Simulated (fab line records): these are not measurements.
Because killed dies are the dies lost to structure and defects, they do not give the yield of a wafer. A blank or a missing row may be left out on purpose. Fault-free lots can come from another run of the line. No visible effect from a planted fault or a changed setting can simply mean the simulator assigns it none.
The tool behind it: which one? :: flow ritCmos :: 42 wafers from 14 lots sampled at 2 of the route's 202 steps

## WHAT EACH GAUGE READ, for each wafer
RIT_CONTACT_OVL_MEAS_09.
lot: L496
measured: day 3 16:16
on: overlay-02
CONTACT_OVL (nm): 0.8 0.3 0.0

lot: L497
measured: day 3 22:55
on: overlay-01
CONTACT_OVL (nm): -0.1 1.4 -0.2

lot: L498
measured: day 4 04:23
on: overlay-01
CONTACT_OVL (nm): -1.0 -0.5 -1.5

lot: L499
measured: day 4 07:20
on: overlay-01
CONTACT_OVL (nm): -2.6 -0.7 -1.4

lot: L500
measured: day 4 07:44
on: overlay-01
CONTACT_OVL (nm): -0.9 0.3 -0.5

lot: L501
measured: day 4 15:29
on: overlay-01
CONTACT_OVL (nm): -0.2 -0.4 0.2

lot: L502
measured: day 4 18:39
on: overlay-02
CONTACT_OVL (nm): -1.4 -0.9 -2.0

lot: L503
measured: day 5 00:16
on: overlay-01
CONTACT_OVL (nm): -1.1 0.3 0.9

lot: L504
measured: day 5 06:51
on: overlay-01
CONTACT_OVL (nm): -2.2 -1.5 -1.6

lot: L505
measured: day 5 12:25
on: overlay-02
CONTACT_OVL (nm): 129.7 129.5 129.0

lot: L506
measured: day 5 13:42
on: overlay-02
CONTACT_OVL (nm): -0.7 -2.4 0.2

lot: L507
measured: day 5 20:04
on: overlay-01
CONTACT_OVL (nm): 1.5 0.5 -0.3

lot: L513
measured: day 7 03:16
on: overlay-01
CONTACT_OVL (nm): 127.3 130.1 128.6

lot: L515
measured: day 7 12:03
on: overlay-02
CONTACT_OVL (nm): 0.5 0.1 1.4

## TOOL THAT RAN EACH LOT (tool first, then ch and the chambers of the sampled wafers, then the start)
lot: L496
RIT_CONTACT_EXPOSE_05: ilineStepper-01 ch 0, day 3 15:40

lot: L497
RIT_CONTACT_EXPOSE_05: ilineStepper-01 ch 0, day 3 22:16

lot: L498
RIT_CONTACT_EXPOSE_05: ilineStepper-02 ch 0, day 4 03:41

lot: L499
RIT_CONTACT_EXPOSE_05: ilineStepper-02 ch 0, day 4 06:37

lot: L500
RIT_CONTACT_EXPOSE_05: ilineStepper-02 ch 0, day 4 07:06

lot: L501
RIT_CONTACT_EXPOSE_05: ilineStepper-01 ch 0, day 4 14:52

lot: L502
RIT_CONTACT_EXPOSE_05: ilineStepper-02 ch 0, day 4 18:01

lot: L503
RIT_CONTACT_EXPOSE_05: ilineStepper-01 ch 0, day 4 23:37

lot: L504
RIT_CONTACT_EXPOSE_05: ilineStepper-02 ch 0, day 5 06:13

lot: L505
RIT_CONTACT_EXPOSE_05: ilineStepper-02 ch 0, day 5 11:48

lot: L506
RIT_CONTACT_EXPOSE_05: ilineStepper-01 ch 0, day 5 13:05

lot: L507
RIT_CONTACT_EXPOSE_05: ilineStepper-01 ch 0, day 5 19:26

lot: L513
RIT_CONTACT_EXPOSE_05: ilineStepper-02 ch 0, day 7 02:37

lot: L515
RIT_CONTACT_EXPOSE_05: ilineStepper-01 ch 0, day 7 11:25
- RIT_CONTACT_EXPOSE_05: exposes mask M11, target cd 1000 nm.

## WHAT THE TOOLS THEMSELVES READ (means of the sampled wafers that have a number; where no wafer has one, the mark that the record gives instead)
The record holds no such reading with a usual standard deviation.

## THE ANSWER, worked out from the rows above alone
Rule: what is usual is taken from the lots themselves. Put in order of their means at a reading, lots are off if they are a third of the lots or fewer, leave a main group of 4 or more, and stand apart from it by a gap of 3 or more times the standard deviation of the main group's means; of several such gaps the widest counts. Not used: any main group whose means are identical at the precision the tables above print for the reading. Also off: a lot with no number at a reading for which 4 or more lots have one. Any other lot the step has rows for is counted as sound. Order of review: gauges by route order, followed by the tools' own readings, for which a lot's mean as printed above is used. The first step at which some lot is off is used, and at that step the reading that is off furthest; a lot without a number counts as furthest.
Off: at RIT_CONTACT_OVL_MEAS_09 (CONTACT_OVL), L505, L513. Mean -0.4 nm and standard deviation 0.84 in the main group.
If a tool, at a process step before that reading, ran all the lots that are off and no sound lot after the first of them, it fits. Those tools and the gauges at RIT_CONTACT_OVL_MEAS_09 are tried in the same way. One fits: ilineStepper-02 at RIT_CONTACT_EXPOSE_05. Its last sound lot is L504 (day 5 06:13), its first lot that is off L505 (day 5 11:48): a fault that began between those two fits.

## WHAT THE SIMULATOR HAD INSERTED
Scanner matching overlay: ilineStepper-02, from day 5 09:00 on, at RIT_CONTACT_EXPOSE_05. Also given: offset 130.
Struck lots among those shown: L505, L513. This agrees with what the rule above found.
